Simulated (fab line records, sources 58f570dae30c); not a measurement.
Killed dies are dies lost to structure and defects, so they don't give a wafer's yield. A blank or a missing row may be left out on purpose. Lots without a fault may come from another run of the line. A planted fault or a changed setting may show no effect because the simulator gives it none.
Split-lot experiment | flow berkeley_cmos170 | 5 lots, 27 wafers read, on a route of 331 steps

THE SPLIT
At UCB170_WELLDRIVE_OXIDATION_01 (target thk 199 nm, ox time 9000 s), the setting ox_time_s was moved away from the recipe's 9000 s on 18 of the 27 wafers read, by -56.1% to +43.0%. The other wafers ran this setting at the recipe's value.

The file shows no step between the split and the reading.

THE READING
WELLDRIVE_OXIDE_THK, in nm, at UCB170_WELLDRIVE_THK_MEAS_02. Fault-free wafers of this fab line usually give 200 nm, standard deviation 4.3 nm.

wafer  | tool, chamber at the split | ox_time_s as run, s | against the recipe | WELLDRIVE_OXIDE_THK, nm | against lot-mates on the recipe
L077.1 | -, -                       | 6675                | -25.8%             | 163                     | no lot-mate on the recipe
L077.2 | -, -                       | 6675                | -25.8%             | 165                     | no lot-mate on the recipe
L077.3 | -, -                       | 6675                | -25.8%             | 164                     | no lot-mate on the recipe
L077.4 | -, -                       | 6675                | -25.8%             | 164                     | no lot-mate on the recipe
L077.5 | -, -                       | 6675                | -25.8%             | 168                     | no lot-mate on the recipe
L077.6 | -, -                       | 6675                | -25.8%             | 164                     | no lot-mate on the recipe
L078.1 | -, -                       | 9000                | recipe             | 209                     | -
L078.2 | -, -                       | 9000                | recipe             | 208                     | -
L078.3 | -, -                       | 9000                | recipe             | 208                     | -
L078.4 | -, -                       | 9000                | recipe             | 206                     | -
L078.5 | -, -                       | 9000                | recipe             | 205                     | -
L078.6 | -, -                       | 9000                | recipe             | 206                     | -
L083.1 | -, -                       | 12870               | +43.0%             | 256                     | no lot-mate on the recipe
L083.2 | -, -                       | 12870               | +43.0%             | 257                     | no lot-mate on the recipe
L083.3 | -, -                       | 12870               | +43.0%             | 254                     | no lot-mate on the recipe
L083.4 | -, -                       | 12870               | +43.0%             | 255                     | no lot-mate on the recipe
L083.5 | -, -                       | 12870               | +43.0%             | 256                     | no lot-mate on the recipe
L083.6 | -, -                       | 12870               | +43.0%             | 257                     | no lot-mate on the recipe
L084.1 | -, -                       | 3954                | -56.1%             | 120                     | no lot-mate on the recipe
L084.2 | -, -                       | 3954                | -56.1%             | 118                     | no lot-mate on the recipe
L084.3 | -, -                       | 3954                | -56.1%             | 121                     | no lot-mate on the recipe
L084.4 | -, -                       | 3954                | -56.1%             | 120                     | no lot-mate on the recipe
L084.5 | -, -                       | 3954                | -56.1%             | 121                     | no lot-mate on the recipe
L084.6 | -, -                       | 3954                | -56.1%             | 120                     | no lot-mate on the recipe
L085.2 | furnace-02, 0              | 9000                | recipe             | 200                     | -
L085.3 | furnace-02, 0              | 9000                | recipe             | 200                     | -
L085.5 | furnace-02, 0              | 9000                | recipe             | 202                     | -

THE FIT
A straight line over all 27 wafers: WELLDRIVE_OXIDE_THK changes by +1.38 nm for each +1% of ox_time_s; r = +1.00; the points scatter about the line by 4.2 nm.
Too few moved wafers have a lot-mate on the recipe to fit a line with each lot's own level taken away.

THE WHOLE CHAIN: every reading that the file lists as answering this split, in the file's order
step                          | what it does                      | reading                                                                                | change (the file's fit)              | r (the file's)
UCB170_WELLDRIVE_OXIDATION_01 | target thk 199 nm, ox time 9000 s | SiO2_of_WELLDRIVE_OXIDATION_01.thk_nm (the simulator's own value, which no gauge read) | +1.38 nm for each +1% of the setting | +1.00
UCB170_WELLDRIVE_THK_MEAS_02  |                                   | WELLDRIVE_OXIDE_THK                                                                    | +1.38 for each +1% of the setting    | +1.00
UCB170_M3_PROBE_99            |                                   | etest.nwell_pinched.rs_ohm_sq (the simulator's own value, which no gauge read)         | -3.42 for each +1% of the setting    | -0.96
UCB170_M3_PROBE_99            |                                   | etest.nwell.width_nm (the simulator's own value, which no gauge read)                  | -2.16 nm for each +1% of the setting | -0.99
UCB170_M3_PROBE_99            |                                   | etest.nwell.rs_ohm_sq (the simulator's own value, which no gauge read)                 | -0.781 for each +1% of the setting   | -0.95

THE FILE'S OWN FIT
WELLDRIVE_OXIDE_THK changes by +1.38 nm for each +1% of ox_time_s, r = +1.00.
